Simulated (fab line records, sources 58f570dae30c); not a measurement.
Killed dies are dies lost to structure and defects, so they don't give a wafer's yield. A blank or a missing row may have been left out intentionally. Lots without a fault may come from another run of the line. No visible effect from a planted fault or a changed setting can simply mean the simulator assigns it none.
Which tool was responsible? || flow berkeley-cmos170 || 42 wafers from 14 lots sampled at 3 of the route's 331 steps

WHAT EACH GAUGE READ, for each wafer
UCB170_NSD_OVL_MEAS_07. Usual: NSD_OVL typically reads 2 nm, with standard deviation 6.3.
{"lot": "L983", "measured": "day 8 16:31", "on": "overlay-01", "NSD_OVL (nm)": "-10 6 -3", "flag": ""}
{"lot": "L985", "measured": "day 9 05:17", "on": "overlay-02", "NSD_OVL (nm)": "6 8 6", "flag": ""}
{"lot": "L987", "measured": "day 9 14:41", "on": "overlay-01", "NSD_OVL (nm)": "-4 -1 -4", "flag": ""}
{"lot": "L986", "measured": "day 9 14:55", "on": "overlay-01", "NSD_OVL (nm)": "3 -7 4", "flag": ""}
{"lot": "L988", "measured": "day 9 15:10", "on": "overlay-02", "NSD_OVL (nm)": "13 -2 6", "flag": ""}
{"lot": "L992", "measured": "day 10 08:49", "on": "overlay-01", "NSD_OVL (nm)": "-2 -14 1", "flag": ""}
{"lot": "L990", "measured": "day 10 08:05", "on": "overlay-02", "NSD_OVL (nm)": "0 2 8", "flag": ""}
{"lot": "L993", "measured": "day 10 09:20", "on": "overlay-02", "NSD_OVL (nm)": "-1 -2 0", "flag": ""}
{"lot": "L997", "measured": "day 11 12:07", "on": "overlay-02", "NSD_OVL (nm)": "-5 -10 -5", "flag": ""}
{"lot": "L996", "measured": "day 11 12:11", "on": "overlay-01", "NSD_OVL (nm)": "-3 -8 -8", "flag": ""}
{"lot": "L998", "measured": "day 11 12:54", "on": "overlay-01", "NSD_OVL (nm)": "12 8 11", "flag": ""}
{"lot": "L100", "measured": "day 11 12:58", "on": "overlay-02", "NSD_OVL (nm)": "0 5 -3", "flag": ""}
{"lot": "L999", "measured": "day 11 13:14", "on": "overlay-01", "NSD_OVL (nm)": "-1 -5 -8", "flag": ""}
{"lot": "L106", "measured": "day 12 22:28", "on": "overlay-02", "NSD_OVL (nm)": "17 8 15", "flag": ""}

UCB170_CONTACT_CD_MEAS_15 targets a cd of 700 nm. Usual: cd-nm 700.0 nm, standard deviation 1.6.
{"lot": "L983", "measured": "day 9 00:56", "on": "cd-sem-02", "cd-nm (nm)": "700.4 699.7 699.6", "flag": ""}
{"lot": "L985", "measured": "day 9 12:35", "on": "cd-sem-02", "cd-nm (nm)": "698.7 698.1 698.8", "flag": ""}
{"lot": "L987", "measured": "day 10 01:13", "on": "cd-sem-01", "cd-nm (nm)": "699.1 700.3 699.1", "flag": ""}
{"lot": "L986", "measured": "day 10 01:12", "on": "cd-sem-02", "cd-nm (nm)": "698.6 699.8 699.4", "flag": ""}
{"lot": "L988", "measured": "day 10 01:26", "on": "cd-sem-02", "cd-nm (nm)": "698.5 699.1 698.2", "flag": ""}
{"lot": "L992", "measured": "day 10 16:05", "on": "cd-sem-02", "cd-nm (nm)": "699.2 698.5 699.8", "flag": ""}
{"lot": "L990", "measured": "day 10 15:23", "on": "cd-sem-01", "cd-nm (nm)": "701.8 703.0 702.5", "flag": ""}
{"lot": "L993", "measured": "day 10 18:28", "on": "cd-sem-01", "cd-nm (nm)": "698.7 697.7 697.9", "flag": ""}
{"lot": "L997", "measured": "day 11 19:22", "on": "cd-sem-02", "cd-nm (nm)": "700.6 700.8 701.3", "flag": ""}
{"lot": "L996", "measured": "day 11 20:26", "on": "cd-sem-01", "cd-nm (nm)": "700.0 701.1 701.7", "flag": ""}
{"lot": "L998", "measured": "day 11 20:11", "on": "cd-sem-02", "cd-nm (nm)": "700.8 701.2 700.1", "flag": ""}
{"lot": "L100", "measured": "day 11 22:38", "on": "cd-sem-02", "cd-nm (nm)": "700.3 700.1 700.0", "flag": ""}
{"lot": "L999", "measured": "day 11 22:23", "on": "cd-sem-02", "cd-nm (nm)": "701.1 700.7 700.8", "flag": ""}
{"lot": "L106", "measured": "day 13 05:25", "on": "cd-sem-02", "cd-nm (nm)": "699.7 698.9 698.0", "flag": ""}

EACH LOT AND THE TOOL THAT RAN IT (in order: tool; ch and the chambers of the sampled wafers; start)
{"lot": "L983", "UCB170_PLDD_STRIP_10": "plasma-asher-01 ch 0,1, day 8 01:56"}
{"lot": "L985", "UCB170_PLDD_STRIP_10": "plasma-asher-03 ch 0, day 8 14:11"}
{"lot": "L987", "UCB170_PLDD_STRIP_10": "plasma-asher-04 ch 1, day 9 01:52"}
{"lot": "L986", "UCB170_PLDD_STRIP_10": "plasma-asher-01 ch 0,1, day 9 02:08"}
{"lot": "L988", "UCB170_PLDD_STRIP_10": "plasma-asher-03 ch 0,1, day 9 02:14"}
{"lot": "L992", "UCB170_PLDD_STRIP_10": "plasma-asher-01 ch 0,1, day 9 18:32"}
{"lot": "L990", "UCB170_PLDD_STRIP_10": "plasma-asher-03 ch 1, day 9 19:13"}
{"lot": "L993", "UCB170_PLDD_STRIP_10": "plasma-asher-01 ch 0,1, day 9 20:41"}
{"lot": "L997", "UCB170_PLDD_STRIP_10": "plasma-asher-04 ch 0,1, day 10 22:28"}
{"lot": "L996", "UCB170_PLDD_STRIP_10": "plasma-asher-03 ch 0,1, day 10 22:43"}
{"lot": "L998", "UCB170_PLDD_STRIP_10": "plasma-asher-04 ch 0,1, day 10 22:50"}
{"lot": "L100", "UCB170_PLDD_STRIP_10": "plasma-asher-01 ch 0,1, day 10 22:59"}
{"lot": "L999", "UCB170_PLDD_STRIP_10": "plasma-asher-03 ch 0,1, day 10 23:07"}
{"lot": "L106", "UCB170_PLDD_STRIP_10": "plasma-asher-04 ch 0,1, day 12 10:36"}
- UCB170_PLDD_STRIP_10: strips in O2.

WHAT THE TOOLS THEMSELVES READ (means of the sampled wafers that have a number; where no wafer has one, the mark that the record gives instead)
UCB170_PLDD_STRIP_10. Usual: drypump-motor-current-A 5.6 A, standard deviation 0.56; oes-product-au 0.735 a.u., standard deviation 0.0042; strip-time-to-endpoint-s 21.62 s, standard deviation 0.056.
{"lot": "L983", "tool": "plasma-asher-01", "drypump-motor-current-A (A)": 5.1, "oes-product-au (a.u.)": 0.734, "strip-time-to-endpoint-s (s)": 21.59, "flag": ""}
{"lot": "L985", "tool": "plasma-asher-03", "drypump-motor-current-A (A)": 5.2, "oes-product-au (a.u.)": 0.737, "strip-time-to-endpoint-s (s)": 21.58, "flag": ""}
{"lot": "L987", "tool": "plasma-asher-04", "drypump-motor-current-A (A)": 5.4, "oes-product-au (a.u.)": 0.738, "strip-time-to-endpoint-s (s)": 21.61, "flag": ""}
{"lot": "L986", "tool": "plasma-asher-01", "drypump-motor-current-A (A)": 5.1, "oes-product-au (a.u.)": 0.733, "strip-time-to-endpoint-s (s)": 21.61, "flag": ""}
{"lot": "L988", "tool": "plasma-asher-03", "drypump-motor-current-A (A)": 5.6, "oes-product-au (a.u.)": 0.734, "strip-time-to-endpoint-s (s)": 21.62, "flag": ""}
{"lot": "L992", "tool": "plasma-asher-01", "drypump-motor-current-A (A)": 5.2, "oes-product-au (a.u.)": 0.736, "strip-time-to-endpoint-s (s)": 21.60, "flag": ""}
{"lot": "L990", "tool": "plasma-asher-03", "drypump-motor-current-A (A)": 6.5, "oes-product-au (a.u.)": 0.733, "strip-time-to-endpoint-s (s)": 21.54, "flag": ""}
{"lot": "L993", "tool": "plasma-asher-01", "drypump-motor-current-A (A)": 5.1, "oes-product-au (a.u.)": 0.732, "strip-time-to-endpoint-s (s)": 21.62, "flag": ""}
{"lot": "L997", "tool": "plasma-asher-04", "drypump-motor-current-A (A)": 5.6, "oes-product-au (a.u.)": 0.736, "strip-time-to-endpoint-s (s)": 21.63, "flag": ""}
{"lot": "L996", "tool": "plasma-asher-03", "drypump-motor-current-A (A)": 5.6, "oes-product-au (a.u.)": 0.732, "strip-time-to-endpoint-s (s)": 21.65, "flag": ""}
{"lot": "L998", "tool": "plasma-asher-04", "drypump-motor-current-A (A)": 5.9, "oes-product-au (a.u.)": 0.738, "strip-time-to-endpoint-s (s)": 21.64, "flag": ""}
{"lot": "L100", "tool": "plasma-asher-01", "drypump-motor-current-A (A)": 5.2, "oes-product-au (a.u.)": 0.737, "strip-time-to-endpoint-s (s)": 21.67, "flag": ""}
{"lot": "L999", "tool": "plasma-asher-03", "drypump-motor-current-A (A)": 5.6, "oes-product-au (a.u.)": 0.733, "strip-time-to-endpoint-s (s)": 21.55, "flag": ""}
{"lot": "L106", "tool": "plasma-asher-04", "drypump-motor-current-A (A)": 5.6, "oes-product-au (a.u.)": 0.739, "strip-time-to-endpoint-s (s)": 21.73, "flag": ""}

THE ANSWER, worked out from the rows above alone
Rule: take the mean of a lot's wafers that have a number; if it is more than 3 standard deviations from the usual mean, the lot is off. Also off: a lot with no number at a reading for which 4 or more lots have one. The other lots that the step has rows for count as sound. Order of review: gauges by route order, followed by the tools' own readings, for which a lot's mean as printed above is used. At the first step where some lot is off, the reading lying furthest off is the one used; lots without a number count as furthest.
No lot is off at any reading shown: from this, nothing can be told.

WHAT THE SIMULATOR PUT IN
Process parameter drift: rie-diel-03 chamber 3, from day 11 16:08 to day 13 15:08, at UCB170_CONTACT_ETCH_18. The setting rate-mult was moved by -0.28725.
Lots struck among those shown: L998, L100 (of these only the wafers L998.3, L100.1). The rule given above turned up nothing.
